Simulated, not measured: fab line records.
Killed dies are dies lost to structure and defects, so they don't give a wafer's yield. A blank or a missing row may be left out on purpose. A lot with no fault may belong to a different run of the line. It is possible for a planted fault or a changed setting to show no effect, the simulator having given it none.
fab line records + flow berkeley_cmos170 + part 2 of 2: steps 27 to 38 of 38
[record]
- lots = 5
- wafers = 15
- last_day = 11
route steps=331 shown ZERO@11 NWELL@14 PWELL@34
lots that met no fault: taken from a fault-free run of the same line
start_h: hours from the record's opening day to when the first of the lot's shown wafers began + wait_h: hours from the lot's prior step to this one + " same as the row above + L1.1+2: one row covering several wafers at once + - value missing, or start not given + * or withheld: withheld + < > ~ a bound
route shown NAME@n: a module of which the file shows steps, and the number in the route of the first + usual: mean and standard deviation over wafers with no fault + same: alike in all rows + chamber/n: place in a boat + sites: the reading at each site + _std_site: how widely they spread, as a standard deviation + _edge_site: inner sites' mean taken away from outer sites' mean + radius_mm: for every site, how far away it sits from the centre of the wafer + mask NAME#n: copy n + behind: the tool/chamber that last shaped the wafer + hold: reason for holding the lot/hours on hold/outcome of the hold + device: the transistor (n, p or np) that didn't switch + end of line: tests of these same wafers at the route's end + a step given without rows: its recipe and nothing more + killed: not the wafer's yield, but the dies lost to structure and defects at the first sort + map: dies across one wafer; x = killed, . = not, _ = none there
set.NAME: the setting as run; set.NAME@STEP: as run at that earlier step + model.NAME: the simulator's own value behind a step, which no gauge read
certain route steps with their lots: each step a table, each wafer a row
services: the hour from which a tool's chamber was out of use, counted from the record's first day as start_h (under 0 if before that day), plus the number of hours and why
[[steps]]
[step UCB170_PWELL_THK_MEAS_03]
[recipe]
- reads = SiO2_of_PWELL_OXIDATION_02
[usual]
- PWELL_OXIDE_THK = 26.1/0.61
| lot.wafer | tool          | chamber | start_h | wait_h | PWELL_OXIDE_THK[nm] |
|-----------|---------------|---------|---------|--------|---------------------|
| L078.1    | film_metro-04 | -       | 57.31   | 0.0    | 25.8                |
| L078.3    | "             | -       | "       | "      | 26.0                |
| L078.4    | "             | -       | "       | "      | 25.7                |
| L082.1    | film_metro-02 | -       | 81.19   | 0.0    | 26.8                |
| L082.4    | "             | -       | "       | "      | 27.1                |
| L082.5    | "             | -       | "       | "      | 26.5                |
| L086.1    | film_metro-04 | -       | 113.86  | 0.0    | 26.0                |
| L086.3    | "             | -       | "       | "      | 25.8                |
| L086.5    | "             | -       | "       | "      | 26.4                |
| L088.4    | film_metro-02 | -       | 113.88  | 0.0    | 25.6                |
| L088.5    | "             | -       | "       | "      | 25.4                |
| L088.6    | "             | -       | "       | "      | 25.6                |
| L096.1    | film_metro-04 | -       | 150.67  | 0.0    | 26.5                |
| L096.3    | "             | -       | "       | "      | 26.3                |
| L096.4    | "             | -       | "       | "      | 26.7                |
[step UCB170_PWELL_ANNEAL_04]
[recipe]
- temp_c = 1000
- time_s = 900
- ambient = N2
[usual]
- spike_tc_load_C = 1029.2/2
- zone_power_load_pct = 30.4/2.6
| lot.wafer | tool       | chamber | start_h | wait_h | spike_tc_load_C | zone_power_load_pct |
|-----------|------------|---------|---------|--------|-----------------|---------------------|
| L078.1    | furnace-01 | 0       | 61.81   | 4.5    | 1027.2          | 33.4                |
| L078.3    | "          | 0       | "       | "      | 1028.9          | 33.2                |
| L078.4    | "          | 0       | "       | "      | 1027.1          | 33.5                |
| L082.1    | furnace-03 | 0       | 85.36   | 4.2    | 1030.1          | 27.1                |
| L082.4    | "          | 0       | "       | "      | 1032.4          | 27.7                |
| L082.5    | "          | 0       | "       | "      | 1030.4          | 27.3                |
| L086.1    | furnace-04 | 0       | 118.17  | 4.3    | 1028.6          | 31.3                |
| L086.3    | "          | 0       | "       | "      | 1026.8          | 31.4                |
| L086.5    | "          | 0       | "       | "      | 1027.5          | 31.4                |
| L088.4    | furnace-04 | 0       | 118.17  | 4.3    | 1027.1          | 31.4                |
| L088.5    | "          | 0       | "       | "      | 1029.3          | 31.0                |
| L088.6    | "          | 0       | "       | "      | 1026.8          | 31.6                |
| L096.1    | furnace-01 | 0       | 152.75  | 2.1    | 1027.6          | 33.5                |
| L096.3    | "          | 0       | "       | "      | 1026.4          | 33.6                |
| L096.4    | "          | 0       | "       | "      | 1028.7          | 33.4                |
[step UCB170_PWELL_CVD_05]
[recipe]
- material = Si3N4
- target_thk_nm = 220
- temp_c = 800
- precursor = SiH2Cl2/NH3
- time_s = 3300
- pressure_mtorr = 200
- sih2cl2_flow_sccm = 25
- nh3_flow_sccm = 75
[usual]
- spike_tc_load_C = 820/3.1
- zone_power_load_pct = 21.2/1
| lot.wafer | tool     | chamber | start_h | wait_h | spike_tc_load_C | zone_power_load_pct |
|-----------|----------|---------|---------|--------|-----------------|---------------------|
| L078.1    | lpcvd-02 | 1       | 63.06   | 0.0    | 819             | 20.4                |
| L078.3    | "        | 1       | "       | "      | 816             | 20.2                |
| L078.4    | "        | 1       | "       | "      | 817             | 20.7                |
| L082.1    | lpcvd-02 | 1       | 86.61   | 0.0    | 821             | 20.2                |
| L082.4    | "        | 1       | "       | "      | 818             | 20.6                |
| L082.5    | "        | 1       | "       | "      | 817             | 20.2                |
| L086.1    | lpcvd-02 | 0       | 119.42  | 0.0    | 819             | 22.7                |
| L086.3    | "        | 0       | "       | "      | 817             | 22.1                |
| L086.5    | "        | 0       | "       | "      | 820             | 22.5                |
| L088.4    | lpcvd-02 | 0       | 119.42  | 0.0    | 817             | 22.1                |
| L088.5    | "        | 0       | "       | "      | 816             | 22.2                |
| L088.6    | "        | 0       | "       | "      | 821             | 22.5                |
| L096.1    | lpcvd-01 | 0       | 154.00  | 0.0    | 827             | 21.4                |
| L096.3    | "        | 0       | "       | "      | 826             | 21.3                |
| L096.4    | "        | 0       | "       | "      | 824             | 21.8                |
[step UCB170_PWELL_THK_MEAS_06]
[recipe]
- reads = Si3N4_of_PWELL_CVD_05
[usual]
- PWELL_NITRIDE_THK = 218.5/2.2
| lot.wafer | tool          | chamber | start_h | wait_h | PWELL_NITRIDE_THK[nm] |
|-----------|---------------|---------|---------|--------|-----------------------|
| L078.1    | film_metro-02 | -       | 64.98   | 0.0    | 220.1                 |
| L078.3    | "             | -       | "       | "      | 221.1                 |
| L078.4    | "             | -       | "       | "      | 221.7                 |
| L082.1    | film_metro-04 | -       | 88.58   | 0.1    | 220.9                 |
| L082.4    | "             | -       | "       | "      | 220.3                 |
| L082.5    | "             | -       | "       | "      | 219.4                 |
| L086.1    | film_metro-03 | -       | 121.33  | 0.0    | 216.7                 |
| L086.3    | "             | -       | "       | "      | 216.7                 |
| L086.5    | "             | -       | "       | "      | 216.5                 |
| L088.4    | film_metro-04 | -       | 121.36  | 0.0    | 217.1                 |
| L088.5    | "             | -       | "       | "      | 218.0                 |
| L088.6    | "             | -       | "       | "      | 216.8                 |
| L096.1    | film_metro-03 | -       | 155.92  | 0.0    | 215.7                 |
| L096.3    | "             | -       | "       | "      | 215.9                 |
| L096.4    | "             | -       | "       | "      | 215.6                 |
[step UCB170_PWELL_HMDS_07]
[recipe]
- prime_time_s = 60
- prime_temp_c = 100
| lot.wafer  | tool           | chamber | start_h | wait_h |
|------------|----------------|---------|---------|--------|
| L078.1+3+4 | litho_track-03 | 0       | 65.64   | 0.6    |
| L082.1+4+5 | litho_track-04 | 0       | 88.64   | 0.1    |
| L088.4+5+6 | litho_track-04 | 0       | 121.70  | 0.3    |
| L086.1+3+5 | litho_track-02 | 0       | 121.72  | 0.4    |
| L096.1+3+4 | litho_track-04 | 0       | 156.51  | 0.6    |
[step UCB170_PWELL_COAT_08]
[recipe]
- resist = KrF
- spin_rpm = 1500
- resist_thk_nm = 900
| lot.wafer  | tool           | chamber | start_h | wait_h |
|------------|----------------|---------|---------|--------|
| L078.1+3+4 | litho_track-03 | 0       | 65.79   | 0.1    |
| L082.1+4+5 | litho_track-04 | 0       | 88.79   | 0.1    |
| L088.4+5+6 | litho_track-04 | 0       | 121.85  | 0.1    |
| L086.1+3+5 | litho_track-02 | 0       | 121.87  | 0.1    |
| L096.1+3+4 | litho_track-04 | 0       | 156.66  | 0.1    |
[step UCB170_PWELL_SOFTBAKE_09]
[recipe]
- resist = KrF
- temp_c = 130
- time_s = 60
| lot.wafer  | tool           | chamber | start_h | wait_h |
|------------|----------------|---------|---------|--------|
| L078.1+3+4 | litho_track-03 | 0       | 65.94   | 0.1    |
| L082.1+4+5 | litho_track-04 | 0       | 88.94   | 0.1    |
| L088.4+5+6 | litho_track-04 | 0       | 122.00  | 0.1    |
| L086.1+3+5 | litho_track-02 | 0       | 122.02  | 0.1    |
| L096.1+3+4 | litho_track-04 | 0       | 156.81  | 0.1    |
[step UCB170_PWELL_EXPOSE_10]
[recipe]
- mask_id = PWELL
- target_cd_nm = 3000
- na = 0.5
- sigma_outer = 0.6
- source_shape = conventional
- dose_mj = 19
[usual]
- exposure_dose_mJ_cm2 = 19.003/0.018
| lot.wafer | tool           | chamber | start_h | wait_h | mask    | exposure_dose_mJ_cm2 |
|-----------|----------------|---------|---------|--------|---------|----------------------|
| L078.1    | krf_scanner-01 | 0       | 66.33   | 0.4    | PWELL#0 | 19.021               |
| L078.3    | "              | 0       | "       | "      | PWELL#0 | 19.001               |
| L078.4    | "              | 0       | "       | "      | PWELL#0 | 18.979               |
| L082.1    | krf_scanner-01 | 0       | 89.38   | 0.4    | PWELL#0 | 18.986               |
| L082.4    | "              | 0       | "       | "      | PWELL#0 | 18.995               |
| L082.5    | "              | 0       | "       | "      | PWELL#0 | 19.014               |
| L088.4    | krf_scanner-01 | 0       | 122.13  | 0.1    | PWELL#0 | 19.020               |
| L088.5    | "              | 0       | "       | "      | PWELL#0 | 19.027               |
| L088.6    | "              | 0       | "       | "      | PWELL#0 | 18.999               |
| L086.1    | krf_scanner-01 | 0       | 122.19  | 0.1    | PWELL#0 | 18.993               |
| L086.3    | "              | 0       | "       | "      | PWELL#0 | 19.006               |
| L086.5    | "              | 0       | "       | "      | PWELL#0 | 18.985               |
| L096.1    | krf_scanner-01 | 0       | 156.96  | 0.1    | PWELL#0 | 18.991               |
| L096.3    | "              | 0       | "       | "      | PWELL#0 | 18.997               |
| L096.4    | "              | 0       | "       | "      | PWELL#0 | 18.997               |
[step UCB170_PWELL_PEB_11]
[recipe]
- peb_temp_c = 130
- peb_time_s = withheld
- resist = KrF
| lot.wafer  | tool           | chamber | start_h | wait_h |
|------------|----------------|---------|---------|--------|
| L078.1+3+4 | litho_track-02 | 0       | 66.78   | 0.4    |
| L082.1+4+5 | litho_track-03 | 0       | 89.71   | 0.3    |
| L086.1+3+5 | litho_track-03 | 0       | 122.46  | 0.2    |
| L088.4+5+6 | litho_track-02 | 0       | 122.52  | 0.4    |
| L096.1+3+4 | litho_track-03 | 0       | 157.55  | 0.6    |
[step UCB170_PWELL_DEVELOP_12]
[recipe]
- developer = TMAH
- develop_time_s = 45
- resist = KrF
- dev_temp_c = 21
| lot.wafer  | tool           | chamber | start_h | wait_h |
|------------|----------------|---------|---------|--------|
| L078.1+3+4 | litho_track-02 | 0       | -       | -      |
| L082.1+4+5 | litho_track-03 | 0       | -       | -      |
| L086.1+3+5 | litho_track-03 | 0       | -       | -      |
| L088.4+5+6 | litho_track-02 | 0       | -       | -      |
| L096.1+3+4 | litho_track-03 | 0       | -       | -      |
[step UCB170_PWELL_OVL_MEAS_13]
[usual]
- PWELL_OVL = 2/5.7
| lot.wafer | tool       | chamber | start_h | wait_h | PWELL_OVL[nm] |
|-----------|------------|---------|---------|--------|---------------|
| L078.1    | overlay-02 | -       | 67.06   | -      | 2             |
| L078.3    | "          | -       | "       | "      | 0             |
| L078.4    | "          | -       | "       | "      | 5             |
| L082.1    | overlay-01 | -       | 89.99   | -      | 6             |
| L082.4    | "          | -       | "       | "      | 3             |
| L082.5    | "          | -       | "       | "      | 0             |
| L086.1    | overlay-02 | -       | 122.73  | -      | -5            |
| L086.3    | "          | -       | "       | "      | 1             |
| L086.5    | "          | -       | "       | "      | -3            |
| L088.4    | overlay-01 | -       | 122.74  | -      | 2             |
| L088.5    | "          | -       | "       | "      | 0             |
| L088.6    | "          | -       | "       | "      | 0             |
| L096.1    | overlay-01 | -       | 157.83  | -      | 11            |
| L096.3    | "          | -       | "       | "      | 2             |
| L096.4    | "          | -       | "       | "      | 7             |
[step UCB170_PWELL_ETCH_14]
[recipe]
- chemistry = CH3F/Ar/O2
- target = Si3N4
- stop_on = SiO2
- CH3F_flow_sccm = 20
- Ar_flow_sccm = 50
- O2_flow_sccm = 7
- pressure_mtorr = 50
- rf_w = 450
- target_depth_a = 2420
- over_etch_frac = 0.1
- time_s = 151
[usual]
- drypump_motor_current_A = 6.0/0.46
- oes_product_au = 0.944/0.0098
- throttle_valve_pct = 8.05/0.095
| lot.wafer | tool        | chamber | start_h | wait_h | drypump_motor_current_A | oes_product_au | rf_hours_counter_h | throttle_valve_pct |
|-----------|-------------|---------|---------|--------|-------------------------|----------------|--------------------|--------------------|
| L078.1    | rie_diel-04 | 1       | 67.09   | 0.0    | 5.5                     | 0.941          | 41                 | 8.02               |
| L078.3    | "           | 0       | "       | "      | 6.2                     | 0.966          | 12                 | 8.08               |
| L078.4    | "           | 3       | "       | "      | 6.7                     | 0.943          | 14                 | 8.06               |
| L082.1    | rie_diel-03 | 3       | 90.02   | 0.0    | 5.5                     | 0.950          | 13                 | 8.05               |
| L082.4    | "           | 1       | "       | "      | 5.3                     | 0.950          | 17                 | 8.05               |
| L082.5    | "           | 3       | "       | "      | 5.5                     | 0.944          | -                  | 8.06               |
| L088.4    | rie_diel-03 | 0       | 122.76  | 0.0    | 5.8                     | 0.937          | 90                 | 7.98               |
| L088.5    | "           | 2       | "       | "      | 5.8                     | 0.932          | -                  | 8.00               |
| L088.6    | "           | 3       | "       | "      | 5.5                     | 0.942          | -                  | 8.06               |
| L086.1    | rie_diel-04 | 0       | 122.77  | 0.0    | 6.2                     | 0.954          | 15                 | 8.08               |
| L086.3    | "           | 3       | "       | "      | 6.8                     | 0.938          | 17                 | 8.05               |
| L086.5    | "           | 3       | "       | "      | 6.8                     | 0.930          | -                  | 8.03               |
| L096.1    | rie_diel-02 | 0       | 157.86  | 0.0    | 5.9                     | 0.941          | 140                | 8.10               |
| L096.3    | "           | 2       | "       | "      | 6.5                     | 0.935          | 19                 | 8.08               |
| L096.4    | "           | 1       | "       | "      | 5.7                     | 0.924          | 34                 | 7.86               |
[[services]]
| tool            | chamber | start_h | hours | kind   |
|-----------------|---------|---------|-------|--------|
| furnace-03      | -       | 19.50   | 1.6   | pm     |
| rie_diel-03     | 3       | 23.56   | 15.9  | repair |
| krf_scanner-01  | -       | 41.69   | 4.0   | repair |
| plasma_asher-03 | -       | 45.09   | 1.1   | repair |
| furnace-03      | -       | 58.18   | 3.7   | pm     |
| krf_scanner-02  | -       | 65.53   | 3.6   | pm     |
| furnace-01      | -       | 72.08   | 8.2   | pm     |
| furnace-01      | -       | 80.28   | 4.7   | pm     |
| furnace-01      | -       | 84.94   | 1.7   | pm     |
| krf_scanner-01  | -       | 86.85   | 0.7   | repair |
| krf_scanner-02  | -       | 92.69   | 0.8   | pm     |
| krf_scanner-02  | -       | 93.86   | 1.0   | pm     |
| krf_scanner-01  | -       | 101.55  | 1.0   | pm     |
| plasma_asher-03 | -       | 109.95  | 6.8   | repair |
| furnace-01      | -       | 110.56  | 4.6   | pm     |
| krf_scanner-02  | -       | 110.59  | 0.3   | repair |
| rie_diel-03     | 3       | 112.52  | 3.3   | repair |
| krf_scanner-01  | -       | 114.10  | 0.8   | pm     |
| krf_scanner-02  | -       | 115.66  | 1.1   | repair |
| furnace-04      | -       | 120.92  | 4.0   | pm     |
| krf_scanner-01  | -       | 124.83  | 1.3   | pm     |
| rie_diel-03     | 0       | 131.43  | 3.7   | repair |
| rie_diel-01     | 0       | 140.39  | 6.4   | repair |
| lpcvd-02        | -       | 157.37  | 0.7   | repair |
